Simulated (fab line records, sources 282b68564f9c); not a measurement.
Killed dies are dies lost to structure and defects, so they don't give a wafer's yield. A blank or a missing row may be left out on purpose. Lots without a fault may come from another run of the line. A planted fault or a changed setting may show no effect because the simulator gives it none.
fab line records | flow rit_cmos
record lots=14 wafers=42 last_day=8
route steps=202 shown PRETRO@69 M1@202
lots that met no fault: from a run of the same line without faults
start_h: hours from the record's first day to the start of the lot's first wafer shown | wait_h: hours since the lot's step before | " the same as in the row above | L1.1+2: a row that stands for several wafers | - no value, or no start given | * or withheld: withheld | < > ~ a bound
route shown NAME@n: a module of which the file shows steps, and the number in the route of the first | usual: mean/standard deviation of fault-free wafers | same: alike in all rows | chamber/n: place in a boat | sites: the reading at each site | _std_site: their standard deviation | _edge_site: outer sites' mean less inner sites' | radius_mm: how far each site lies from the wafer's centre | mask NAME#n: copy n | behind: the tool/chamber that last shaped the wafer | hold: why the lot was held/for how many hours/how that ended | device: the transistor (n, p or np) that didn't switch | end of line: the same wafers' tests at the end of the route | a step without rows: its recipe alone | killed: dies lost to structure and defects at the first sort, not the wafer's yield | map: a wafer's dies, x killed, . not, _ none there
set.NAME: the setting as run; set.NAME@STEP: as run at that earlier step | model.NAME: the simulator's own value behind a step, which no gauge read
steps of the route over a sample of lots; a table a step, a row a wafer
## steps
# step RIT_PRETRO_DEVELOP_05
# recipe resist=NOVOLAK develop_time_s=68 dev_temp_c=23
# usual chill_plate_temp_C=23.02/0.12 developer_temp_C=22.99/0.11 resist_line_temp_C=22.98/0.12
# columns lot.wafer tool chamber start_h wait_h chill_plate_temp_C developer_temp_C resist_line_temp_C
L458.1 litho_track-04 0 31 - 22.93 22.84 22.96
L458.3 " 0 " " 23.01 23.01 23.01
L458.4 " 0 " " 23.02 22.79 23.02
L459.2 litho_track-02 0 37 - 22.77 23.20 22.96
L459.3 " 0 " " 22.74 22.86 23.01
L459.6 " 0 " " 22.71 23.04 23.12
L461.1 litho_track-02 0 49 - 23.07 23.04 22.89
L461.2 " 0 " " 22.99 23.05 22.91
L461.6 " 0 " " 23.18 23.14 23.05
L463.1 litho_track-03 0 58 - 23.07 22.99 23.11
L463.2 " 0 " " 23.19 22.95 23.20
L463.5 " 0 " " 23.14 22.99 23.13
L466.1 litho_track-03 0 70 - 23.23 22.84 22.84
L466.3 " 0 71 - 23.11 22.94 22.85
L466.4 " 0 " " 22.95 23.08 22.98
L468.3 litho_track-04 0 84 - 23.07 22.83 22.80
L468.5 " 0 " " 23.00 23.01 23.00
L468.6 " 0 " " 23.11 22.84 22.72
L469.2 litho_track-04 0 88 - 23.07 23.01 23.18
L469.3 " 0 " " 23.08 23.11 22.95
L469.6 " 0 " " 22.81 23.01 23.25
L470.1 litho_track-02 0 92 - 23.01 22.89 23.07
L470.2 " 0 " " 22.98 22.78 23.05
L470.3 " 0 " " 23.02 22.95 23.01
L473.1 litho_track-03 0 107 - 23.01 23.93 23.04
L473.5 " 0 " " 23.12 23.96 23.08
L473.6 " 0 " " 22.96 23.92 23.12
L476.1 litho_track-03 0 128 - 22.95 23.93 22.91
L476.2 " 0 " " 23.08 23.73 23.09
L476.4 " 0 " " 23.09 23.78 22.91
L478.3 litho_track-02 0 137 - 23.23 22.77 22.88
L478.4 " 0 " " 23.07 23.00 22.96
L478.5 " 0 " " 23.03 22.92 22.78
L477.2 litho_track-02 0 137 - 23.12 23.01 23.05
L477.4 " 0 " " 23.09 23.04 23.05
L477.5 " 0 " " 23.08 23.04 22.89
L479.2 litho_track-02 0 145 - 22.83 23.01 23.10
L479.3 " 0 " " 22.84 22.97 23.23
L479.4 " 0 " " 22.93 22.98 22.96
L480.1 litho_track-02 0 155 - 23.10 23.22 22.96
L480.2 " 0 " " 22.88 23.06 22.92
L480.6 " 0 " " 22.97 23.15 23.08
# step RIT_M1_PROBE_99
# usual killed_at_contacts=0.1/0.27 killed_at_front_end=7/3.1 killed_dies=7/3.2 killed_open=3.8/2.1 killed_short=3.6/2
# same gross_dies=264 killed_at_M0_to_M3=0 killed_at_M4_up=0 killed_at_back_side=0 killed_at_other=0
# columns lot.wafer tool chamber start_h wait_h killed_at_contacts killed_at_front_end killed_dies killed_open killed_short
L466.1 prober-01 - 99.61 0.1 0 15 15 8 7
L466.3 prober-01 - 99.71 0.2 0 6 6 1 5
L466.4 prober-01 - 99.76 0.2 0 4 4 1 3
L468.3 prober-01 - 114.18 0.2 0 12 12 7 5
L468.5 prober-01 - 114.28 0.2 0 14 14 8 6
L468.6 prober-01 - 114.33 0.2 0 4 4 1 3
L469.2 prober-02 - 119.63 0.1 0 7 7 2 5
L469.3 prober-02 - 119.68 0.2 0 10 10 8 2
L469.6 prober-02 - 119.83 0.2 0 7 7 2 5
L476.1 prober-01 - 165.76 0.1 1 3 4 4 0
L476.2 prober-01 - 165.81 0.1 1 9 10 1 9
L476.4 prober-01 - 165.91 0.2 0 5 5 4 1
L480.1 prober-02 - 192.50 0.1 0 11 11 7 4
L480.2 prober-02 - 192.55 0.1 0 4 4 3 1
L480.6 prober-02 - 192.75 0.2 0 5 5 4 1
# killed by level:class
L466.1 GATE:geometric_particle:open=4 GATE:geometric_particle:short=3 FOX1:geometric_particle:short=2 SILICIDE:geometric_particle:open=1 FOX1:geometric_particle:open=1 FOX2:geometric_particle:short=1 FOX2:geometric_particle:open=1 SPACER:geometric_particle:open=1
L466.3 FOX1:geometric_particle:short=2 GATE:geometric_particle:short=2 SPACER:geometric_particle:open=1 SILICIDE:geometric_particle:short=1
L466.4 ACTIVE:geometric_particle:short=1 FOX1:geometric_particle:open=1 FOX1:geometric_particle:short=1 GATE:geometric_particle:short=1
L468.3 SILICIDE:geometric_particle:open=3 FOX1:geometric_particle:short=2 GATE:geometric_particle:open=2 SILICIDE:geometric_particle:short=2 FOX1:geometric_particle:open=1 FOX2:geometric_particle:open=1 GATE:geometric_particle:short=1
L468.5 FOX1:geometric_particle:open=4 FOX1:geometric_particle:short=2 FOX2:geometric_particle:open=2 GATE:geometric_particle:short=2 REOX:geometric_particle:short=1 REOX:geometric_particle:open=1 SPACER:geometric_particle:open=1 SILICIDE:geometric_particle:short=1
L468.6 FOX1:geometric_particle:short=2 FOX2:geometric_particle:open=1 SILICIDE:geometric_particle:short=1
L469.2 GATE:geometric_particle:open=2 FOX1:geometric_particle:short=1 FOX2:geometric_particle:short=1 GATE:geometric_particle:short=1 SPACER:geometric_particle:short=1 SILICIDE:geometric_particle:short=1
L469.3 GATE:geometric_particle:open=6 GATE:geometric_particle:short=1 SPACER:geometric_particle:open=1 SILICIDE:geometric_particle:short=1 SILICIDE:geometric_particle:open=1
L469.6 SPACER:geometric_particle:short=3 GATE:geometric_particle:open=2 GATE:geometric_particle:short=1 SILICIDE:geometric_particle:short=1
L476.1 SPACER:geometric_particle:open=2 FOX1:geometric_particle:open=1 CONTACT:geometric_particle:open=1
L476.2 FOX1:geometric_particle:short=3 SPACER:geometric_particle:short=2 GATE:geometric_particle:short=1 REOX:geometric_particle:short=1 SPACER:geometric_particle:open=1 SILICIDE:geometric_particle:short=1 CONTACT:geometric_particle:short=1
L476.4 SPACER:geometric_particle:open=3 GATE:geometric_particle:short=1 SILICIDE:geometric_particle:open=1
L480.1 GATE:geometric_particle:open=4 GATE:geometric_particle:short=3 FOX1:geometric_particle:open=1 REOX:geometric_particle:open=1 SILICIDE:geometric_particle:short=1 SILICIDE:geometric_particle:open=1
L480.2 FOX1:geometric_particle:open=1 FOX2:geometric_particle:open=1 GATE:geometric_particle:open=1 SILICIDE:geometric_particle:short=1
L480.6 FOX1:geometric_particle:open=2 REOX:geometric_particle:open=1 SPACER:geometric_particle:open=1 SILICIDE:geometric_particle:short=1
## key
first_sign step=RIT_PRETRO_DEVELOP_05 reading=developer_temp_C direction=up sigmas=8 usual=* struck=*
effect none on later readings
met_at RIT_PRETRO_DEVELOP_05
struck_lots L473,L476
tester_left_out L473,L476
onset_between 70 107
fault kind=process_parameter_drift tool=litho_track-03 chamber=- onset_h=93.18 steps=RIT_PRETRO_DEVELOP_05 channel=dev_temp_c offset=* shape=step end_h=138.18 acts_in=* stated=*
# tester_left_out: of these lots the tester's yield and bins aren't shown, on N5 and GAA mostly nor the transistor test; their killed dies are dies lost to structure and defects alone, not to doping, threshold or leakage, so they don't give the yield
